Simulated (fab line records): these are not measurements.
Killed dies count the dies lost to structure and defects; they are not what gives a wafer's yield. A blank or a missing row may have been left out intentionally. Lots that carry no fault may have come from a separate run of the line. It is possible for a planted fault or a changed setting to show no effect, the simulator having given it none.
Problem report in the 8D (eight disciplines) form, filled by code -- flow ritCmos -- the parts of the form that need people (team, actions taken, sign-off) are left out

1. THE PROBLEM
Across 6 wafers from 2 lots, PLDD_TW at RIT_PLDD_TW_MEAS_10 averages 30, while fault-free wafers read 2362 with a standard deviation of 16. So: -99 or more standard deviations from the usual mean.
First observed at day 6 04:41: wafer L790.4, on filmMetro-03. The record has a number at this step for 42 wafers belonging to 14 lots. By rule, "out" or "out of limits" means more than 4 standard deviations away from the usual mean. All remaining wafers that have a number are taken as sound.

2. WHAT THIS IS AND IS NOT
question,is,is not
which readings at this step,PLDD_TW,-
which lots,"L790, L791","L774, L775, L776, L777, L778, L779, L780, L781, L788, L792, L793, L794"
which wafers of those lots,all that have a number,-
read on which gauges,"filmMetro-03, filmMetro-04",filmMetro-01
when,from day 6 04:41,"up to then (27 sound wafers); but 9 sound wafers of L792, L793, L794 came after"

3. SUSPECTS, AND WHAT RULES EACH OUT
Counting: any tool at a process step up to the reading is kept as a suspect provided that every lot that is out went through it and no sound lot did after the first of them.
- the gauge at RIT_PLDD_TW_MEAS_10 is ruled out. 2 gauges (filmMetro-03, filmMetro-04) read the wafers that are out.
- lithoTrack-02 at RIT_PLDD_DEVELOP_05 (develop time 50 s): kept. All lots that are out passed through it, beginning with L790 at day 6 04:00, and no sound lot followed; its final sound lot before that point was L779 at day 3 20:00.
The count leaves lithoTrack-02 at RIT_PLDD_DEVELOP_05.

4. THE CAUSE (what the simulator had put in)
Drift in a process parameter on lithoTrack-02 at RIT_PLDD_DEVELOP_05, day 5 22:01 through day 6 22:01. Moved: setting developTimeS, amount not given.
The count eliminated every tool but this one.

5. THE CHAIN OF EFFECTS, in route order
Each row: a reading where the mean over the struck wafers with a number is more than 3 standard deviations away from the usual. Scope: only readings with a usual standard deviation given in the record; hours: median across lots of the time from each lot's start at the first step in this table that gives one to its start at this step; sigmas: change in usual standard deviations.
hours,step,reading,usual,on struck wafers,change,sigmas
0,RIT_PLDD_TW_MEAS_10,PLDD_TW,2362,30,-2332,-99 or more

6. WHAT WOULD HAVE CAUGHT IT SOONER
In this record the first reading out of limits at a measuring or inspecting step was taken at day 6 04:41, 7 hours after the fault began at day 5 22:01.
Of the lots that are out (2), L791 began RIT_PLDD_DEVELOP_05 on lithoTrack-02 after day 6 04:41. A hold on the tool at that time would have spared it.
